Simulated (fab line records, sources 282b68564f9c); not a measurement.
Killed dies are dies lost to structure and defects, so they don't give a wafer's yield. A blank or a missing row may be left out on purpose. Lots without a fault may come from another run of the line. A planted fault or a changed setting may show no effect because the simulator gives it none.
Problem report in the 8D (eight disciplines) form, filled by code | flow rit_cmos | the parts of the form that need people (team, actions taken, sign-off) are left out

1. THE PROBLEM
PSD_TW at RIT_PSD_TW_MEAS_10 reads a mean of 3471 on 6 wafers of 2 lots; wafers without a fault read 3380 with a standard deviation of 20. That is +4.6 standard deviations from the usual mean.
First seen on wafer L601.3, day 4 22:10, on film_metro-02. The record holds 42 wafers of 14 lots with a number at this step. Rule for "out", or "out of limits": more than 4 standard deviations from the usual mean. The other wafers with a number count as sound.

2. WHAT IT IS AND WHAT IT IS NOT
question                    | is                     | is not
which readings at this step | PSD_TW                 | -
which lots                  | L601, L602             | L592, L593, L596, L597, L603, L604, L605, L607, L608, L612, L613, L615
which wafers of those lots  | all that have a number | -
read on which gauges        | film_metro-02          | film_metro-03, film_metro-04
when                        | from day 4 22:10       | up to then (12 sound wafers); but 24 sound wafers of L603, L604, L605, L607, L608, L612, L613, L615 came after

3. SUSPECTS, AND WHAT RULES EACH OUT
Counting: a tool at a process step up to the reading stays a suspect if it ran every lot that is out and no sound lot after the first of them.
- the gauge at RIT_PSD_TW_MEAS_10: ruled out. All the wafers that are out were read on film_metro-02, but those of them that RIT_PSD_IMPLANT_08 has rows for are out there too, on other tools.
- implanter-01 at RIT_PSD_IMPLANT_08: kept. It ran every lot that is out, first L601 (day 4 21:52), and no sound lot after that; its last sound lot up to then is L597 (day 4 03:34). Its own readings are out on those wafers: dose_ions_cm2.
Left after counting: implanter-01 at RIT_PSD_IMPLANT_08.

4. THE CAUSE (what the simulator had put in)
Process parameter drift: implanter-01, from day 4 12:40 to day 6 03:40, at RIT_PSD_IMPLANT_08. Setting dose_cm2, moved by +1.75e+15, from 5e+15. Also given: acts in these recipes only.
Counting left only this tool.

5. THE CHAIN OF EFFECTS, in route order
Each row: a reading whose mean over the struck wafers that have a number lies more than 3 standard deviations from the usual. Only readings for which the record gives a usual standard deviation are gone through. hours: the time from each lot's start at the first step in this table that gives one to its start at this step, as a median over the lots. sigmas: the change in usual standard deviations.
hours | step                    | reading       | usual        | on struck wafers | change | sigmas
0     | RIT_PSD_IMPLANT_08      | beam_on_s     | 12.7 s       | 18.6             | +5.9   | +4.3
0     | RIT_PSD_IMPLANT_08      | dose_ions_cm2 | 5e+15        | 7e+15            | +2e+15 | +99 or more
0     | RIT_PSD_TW_MEAS_10      | PSD_TW        | 3380         | 3471             | +91    | +4.6
3     | RIT_SDANNEAL_RS_MEAS_04 | PSD_RS        | 115.9 ohm/sq | 112.1            | -3.8   | -13
The process steps in it:
- RIT_PSD_IMPLANT_08

6. WHAT WOULD HAVE CAUGHT IT SOONER
In this record the first reading out of limits at a measuring or inspecting step was taken at day 4 22:10, 9 hours after the fault began at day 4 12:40.
The tool's own readings at RIT_PSD_IMPLANT_08 were out on every struck wafer that the step has a row for (dose_ions_cm2): an alarm limit on them would have fired on the first of those.
Of the lots that are out (2), L602 began RIT_PSD_IMPLANT_08 on implanter-01 after day 4 22:10. A hold on the tool at that time would have spared it.
